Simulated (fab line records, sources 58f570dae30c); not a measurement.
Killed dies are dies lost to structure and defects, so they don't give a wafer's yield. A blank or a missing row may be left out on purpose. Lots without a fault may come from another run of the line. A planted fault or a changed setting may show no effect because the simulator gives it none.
Tool commonality check | flow berkeley_cmos170 | 14 lots, 42 wafers sampled

WHY IT WAS OPENED
At UCB170_NWELL_TW_MEAS_16 the reading NWELL_TW is flagged on 2 of 14 lots. Wafers without a fault read 1258, standard deviation 6.5.
Rule: a lot is flagged when every wafer of it that has a number lies more than 4 standard deviations from that mean, or none has a number. The other lots count as sound.

lot  | measured    | on            | NWELL_TW, wafer by wafer | flag
L395 | day 3 02:22 | film_metro-02 | 1259 1259 1258           |
L396 | day 3 11:59 | film_metro-04 | 1248 1254 1252           |
L397 | day 3 12:23 | film_metro-02 | 1257 1265 1258           |
L399 | day 4 04:19 | film_metro-03 | 1247 1244 1253           |
L400 | day 4 04:35 | film_metro-02 | 1269 1271 1273           |
L401 | day 4 11:19 | film_metro-03 | 1247 1248 1245           |
L402 | day 4 11:47 | film_metro-04 | 1249 1241 1252           |
L403 | day 5 02:13 | film_metro-02 | 1256 1261 1257           |
L404 | day 5 02:15 | film_metro-03 | 1251 1252 1254           |
L405 | day 5 02:25 | film_metro-04 | 1256 1259 1259           |
L409 | day 6 04:21 | film_metro-03 | 1260 1258 1260           |
L411 | day 6 04:55 | film_metro-02 | 1259 1257 1263           |
L410 | day 6 05:05 | film_metro-02 | 1221 1231 1229           | FLAGGED
L413 | day 6 19:55 | film_metro-03 | 1231 1222 1226           | FLAGGED
The numbers of the flagged lots are 1227 on average: -31 against the usual, or -5 standard deviations.

WHICH TOOL RAN EACH LOT
The record holds 1 process step before the reading, out of a route of 331 steps. In each cell: the tool, then ch and the chambers that the sampled wafers went through, then the start.
lot  | flag    | UCB170_NWELL_IMPLANT_14
L395 |         | implanter-01 ch 0, day 3 02:07
L396 |         | implanter-02 ch 0, day 3 11:44
L397 |         | implanter-01 ch 0, day 3 12:09
L399 |         | implanter-02 ch 0, day 4 04:04
L400 |         | implanter-02 ch 0, day 4 04:20
L401 |         | implanter-02 ch 0, day 4 11:05
L402 |         | implanter-02 ch 0, day 4 11:34
L403 |         | implanter-04 ch 0, day 5 01:58
L404 |         | implanter-02 ch 0, day 5 02:00
L405 |         | implanter-01 ch 0, day 5 02:10
L409 |         | implanter-04 ch 0, day 6 04:08
L411 |         | implanter-01 ch 0, day 6 04:41
L410 | FLAGGED | implanter-02 ch 0, day 6 04:52
L413 | FLAGGED | implanter-02 ch 0, day 6 19:40
What these steps do:
- UCB170_NWELL_IMPLANT_14
- UCB170_NWELL_TW_MEAS_16

FLAGGED OVER TOTAL, TOOL BY TOOL (the gauges that took the reading come last)
step                    | tool          | lots run | flagged | share of the flagged lots | sound lots run after its first flagged lot
UCB170_NWELL_IMPLANT_14 | implanter-01  | 4        | 0       | none                      | -
UCB170_NWELL_IMPLANT_14 | implanter-02  | 8        | 2       | all                       | 0
UCB170_NWELL_IMPLANT_14 | implanter-04  | 2        | 0       | none                      | -
UCB170_NWELL_TW_MEAS_16 | film_metro-02 | 6        | 1       | some                      | 0
UCB170_NWELL_TW_MEAS_16 | film_metro-03 | 5        | 1       | some                      | 0
UCB170_NWELL_TW_MEAS_16 | film_metro-04 | 3        | 0       | none                      | -

WHAT THE TABLE ALLOWS
1 row of the table ran every flagged lot: implanter-02 at UCB170_NWELL_IMPLANT_14.
- implanter-02 at UCB170_NWELL_IMPLANT_14: 2 of its 8 lots flagged. Its last sound lot is L404 (day 5 02:00), its first flagged lot L410 (day 6 04:52): a fault that began between those two fits. Its own readings lie more than 4 standard deviations out on every wafer of the flagged lots: dose_ions_cm2.
One tool is left: implanter-02 at UCB170_NWELL_IMPLANT_14.

WHAT THE SIMULATOR HAD PUT IN
Process parameter drift: implanter-02, from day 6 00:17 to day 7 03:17, at UCB170_NWELL_IMPLANT_14. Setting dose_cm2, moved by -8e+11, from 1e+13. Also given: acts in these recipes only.
Lots struck among those shown: L410, L413. The rule above found the same.
